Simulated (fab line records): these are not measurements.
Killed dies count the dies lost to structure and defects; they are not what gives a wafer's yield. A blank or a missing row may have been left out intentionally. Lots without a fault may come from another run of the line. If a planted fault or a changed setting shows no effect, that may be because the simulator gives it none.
fab line records	flow rit_cmos
record lots=14	wafers=42	last_day=7
route steps=202 shown NWELL@35 M1@202
lots untouched by any fault: they come from a run of this same line in which no faults occurred
start_h: the number of hours between the record's first day and the start of the first shown wafer of the lot	wait_h: hours since the lot's step before	" as in the row above	L1.1+2: a row that stands for several wafers	- no value present, or no start provided	* or withheld: withheld	< > ~ a bound
route shown NAME@n: a module of which the file shows steps, and the number in the route of the first	usual: mean and standard deviation over wafers with no fault	same: alike in all rows	chamber/n: place in a boat	sites: each site's reading	_std_site: the values' standard deviation	_edge_site: outer sites' mean less inner sites'	radius_mm: how far each site lies from the wafer's centre	mask NAME#n: copy n	behind: tool/chamber where the wafer was last shaped	hold: why the lot was held/for how many hours/how that ended	device: names the non-switching transistor (n, p or np)	end of line: the tests these same wafers got at the end of their route	for a step that has no rows: nothing shown but its recipe	killed: count of dies lost to structure and defects at first sort (not the wafer's yield)	map: the dies of a wafer, with x for killed, . for not killed, _ for no die there
set.NAME: setting as actually run; set.NAME@STEP: the setting as run at that earlier step	model.NAME: the simulator's own value behind a step, which no gauge read
one table for each step of the route and one row for each wafer, over a sample of lots
## steps
# step RIT_NWELL_HARDBAKE_07
# recipe resist=NOVOLAK	temp_c=140	time_s=120
# usual heater_power_total_W=52.02/0.062	plate_temp_C=140.00/0.13
lot.wafer	tool	chamber	start_h	wait_h	heater_power_total_W	plate_temp_C
L576.3	litho_track-01	0	23.24	0.1	52.05	140.10
L576.5	"	0	"	"	52.01	139.98
L576.6	"	0	"	"	51.98	139.98
L577.2	litho_track-01	0	28.68	0.1	52.00	139.94
L577.4	"	0	"	"	52.12	139.98
L577.6	"	0	"	"	51.98	140.11
L578.3	litho_track-03	0	31.53	0.1	51.95	140.07
L578.5	"	0	"	"	52.00	139.91
L578.6	"	0	"	"	52.00	140.15
L579.3	litho_track-02	0	37.07	0.1	52.01	140.01
L579.4	"	0	"	"	52.02	139.84
L579.6	"	0	"	"	52.06	139.95
L580.1	litho_track-02	0	43.71	0.0	52.00	140.00
L580.2	"	0	"	"	52.04	139.99
L580.3	"	0	"	"	52.02	140.00
L581.2	litho_track-01	0	49.15	0.1	51.91	140.13
L581.3	"	0	"	"	51.99	139.80
L581.6	"	0	"	"	51.96	139.76
L582.2	litho_track-03	0	55.19	0.1	52.12	140.08
L582.3	"	0	"	"	52.14	139.95
L582.4	"	0	"	"	51.97	140.10
L583.2	litho_track-01	0	57.95	0.1	51.97	140.00
L583.3	"	0	"	"	52.13	139.99
L583.6	"	0	"	"	51.99	139.80
L586.1	litho_track-02	0	76.66	0.0	51.97	140.06
L586.4	"	0	"	"	52.05	139.95
L586.6	"	0	"	"	51.99	139.99
L590.1	litho_track-03	0	91.95	0.2	53.58	143.08
L590.5	"	0	"	"	53.42	142.91
L590.6	"	0	"	"	53.48	143.15
L591.2	litho_track-01	0	95.20	0.1	52.12	140.20
L591.3	"	0	"	"	52.06	140.14
L591.5	"	0	"	"	52.04	140.05
L592.2	litho_track-03	0	103.52	0.1	53.40	142.70
L592.3	"	0	"	"	53.40	142.80
L592.6	"	0	"	"	53.49	142.61
L597.1	litho_track-02	0	127.63	0.0	52.06	140.06
L597.2	"	0	"	"	51.98	139.89
L597.3	"	0	"	"	51.94	139.82
L598.1	litho_track-02	0	132.71	0.0	52.01	140.00
L598.5	"	0	"	"	51.95	139.82
L598.6	"	0	"	"	51.97	140.01
# step RIT_M1_PROBE_99
# usual killed_at_M0_to_M3=0.0/0.12	killed_at_contacts=0.1/0.23	killed_at_front_end=6/3.1	killed_dies=6/3.1	killed_open=3.2/1.9	killed_short=3.2/2.1
# same gross_dies=264	killed_at_M4_up=0	killed_at_back_side=0	killed_at_other=0
lot.wafer	tool	chamber	start_h	wait_h	killed_at_M0_to_M3	killed_at_contacts	killed_at_front_end	killed_dies	killed_open	killed_short
L591.2	prober-02	-	159.09	0.3	0	0	4	4	3	1
L591.3	prober-02	-	159.14	0.3	0	0	8	8	5	3
L591.5	prober-02	-	159.24	0.4	0	1	6	7	2	5
# killed by level:class
L591.2 GATE:geometric_particle:open=1 GATE:geometric_particle:short=1 REOX:geometric_particle:open=1 SPACER:geometric_particle:open=1
L591.3 GATE:geometric_particle:open=4 FOX1:geometric_particle:open=1 FOX2:geometric_particle:short=1 REOX:geometric_particle:short=1 SILICIDE:geometric_particle:short=1
L591.5 FOX2:geometric_particle:short=2 GATE:geometric_particle:short=2 GATE:geometric_particle:open=1 SPACER:geometric_particle:short=1 CONTACT:geometric_particle:open=1
## key
first_sign step=RIT_NWELL_HARDBAKE_07	reading=heater_power_total_W	direction=up	sigmas=23	usual=52.02	struck=53.46
effect step=RIT_NWELL_HARDBAKE_07	reading=plate_temp_C	direction=up	sigmas=22	usual=*	struck=*
met_at RIT_NWELL_HARDBAKE_07
struck_lots L590,L592
tester_left_out L590,L592
onset_between 55.19 91.95
fault kind=process_parameter_drift	tool=litho_track-03	chamber=-	onset_h=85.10	steps=RIT_NWELL_HARDBAKE_07	channel=temp_c	offset=*	shape=step	end_h=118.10	acts_in=*	stated=*
# tester_left_out: of these lots the tester's yield and bins aren't shown, on N5 and GAA mostly nor the transistor test; their killed dies are dies lost to structure and defects alone, not to doping, threshold or leakage, so they don't give the yield
